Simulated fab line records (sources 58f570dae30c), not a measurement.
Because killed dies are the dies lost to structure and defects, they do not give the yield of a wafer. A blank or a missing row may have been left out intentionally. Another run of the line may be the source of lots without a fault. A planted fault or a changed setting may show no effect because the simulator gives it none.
Matching of chambers :: flow berkeleyCmos170 :: UCB170_V1_CMP_02 on cmp-01 has 4 sister chambers
The step polishes SiO2. 8 wafers are shown with their chamber, then 8 later ones without.

## EACH WAFER AND ITS CHAMBER
wafer: L336.1
chamber: 2
motorCurrentA (A): 15.9
slurryFilterDpKPa (kPa): 13.71

wafer: L338.6
chamber: 0
motorCurrentA (A): 13.8
slurryFilterDpKPa (kPa): 13.62

wafer: L342.5
chamber: 3
motorCurrentA (A): 15.2
slurryFilterDpKPa (kPa): 13.60

wafer: L342.6
chamber: 2
motorCurrentA (A): 16.8
slurryFilterDpKPa (kPa): 13.38

wafer: L344.1
chamber: 1
motorCurrentA (A): 20.4
slurryFilterDpKPa (kPa): 13.45

wafer: L344.3
chamber: 0
motorCurrentA (A): 13.1
slurryFilterDpKPa (kPa): 13.64

wafer: L344.6
chamber: 3
motorCurrentA (A): 15.8
slurryFilterDpKPa (kPa): 13.51

wafer: L348.2
chamber: 1
motorCurrentA (A): 20.0
slurryFilterDpKPa (kPa): 13.44

## WAFERS WITHOUT THEIR CHAMBER
wafer: L348.4
motorCurrentA (A): 16.4
slurryFilterDpKPa (kPa): 13.85

wafer: L348.5
motorCurrentA (A): 13.4
slurryFilterDpKPa (kPa): 13.63

wafer: L350.1
motorCurrentA (A): 16.4
slurryFilterDpKPa (kPa): 13.33

wafer: L350.3
motorCurrentA (A): 16.7
slurryFilterDpKPa (kPa): 13.59

wafer: L350.4
motorCurrentA (A): 21.5
slurryFilterDpKPa (kPa): 13.41

wafer: L355.1
motorCurrentA (A): 20.4
slurryFilterDpKPa (kPa): 13.56

wafer: L355.5
motorCurrentA (A): 21.0
slurryFilterDpKPa (kPa): 13.65

wafer: L355.6
motorCurrentA (A): 18.2
slurryFilterDpKPa (kPa): 13.59

## THE CHAMBER EACH PASSED THROUGH
wafer: L348.4
from the rows above: can't be placed: 2 or 3
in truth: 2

wafer: L348.5
from the rows above: 0
in truth: 0

wafer: L350.1
from the rows above: can't be placed: 2 or 3
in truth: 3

wafer: L350.3
from the rows above: can't be placed: 2 or 3
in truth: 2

wafer: L350.4
from the rows above: 1
in truth: 1

wafer: L355.1
from the rows above: 1
in truth: 1

wafer: L355.5
from the rows above: 1
in truth: 1

wafer: L355.6
from the rows above: can't be placed: 2 or 1 or 3
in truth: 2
Placed correctly: 4 of 8. Unplaceable from these rows: 4, with the true chamber sitting among the candidates in 4. Wrongly placed: 0.
How it was worked out, from the rows above alone: a wafer's distance from a chamber is the root of the sum, over the readings, of the square of ((its reading less the chamber's mean) divided by the reading's scatter). If the next closest chamber is less than 2 further off than the closest, the wafer can't be placed; otherwise it belongs to the closest. Each chamber's mean is taken over the wafers shown for it. The scatter is the square root of a quotient: the sum, over the shown wafers, of each reading's squared deviation from its chamber's mean, divided by wafers minus chambers.
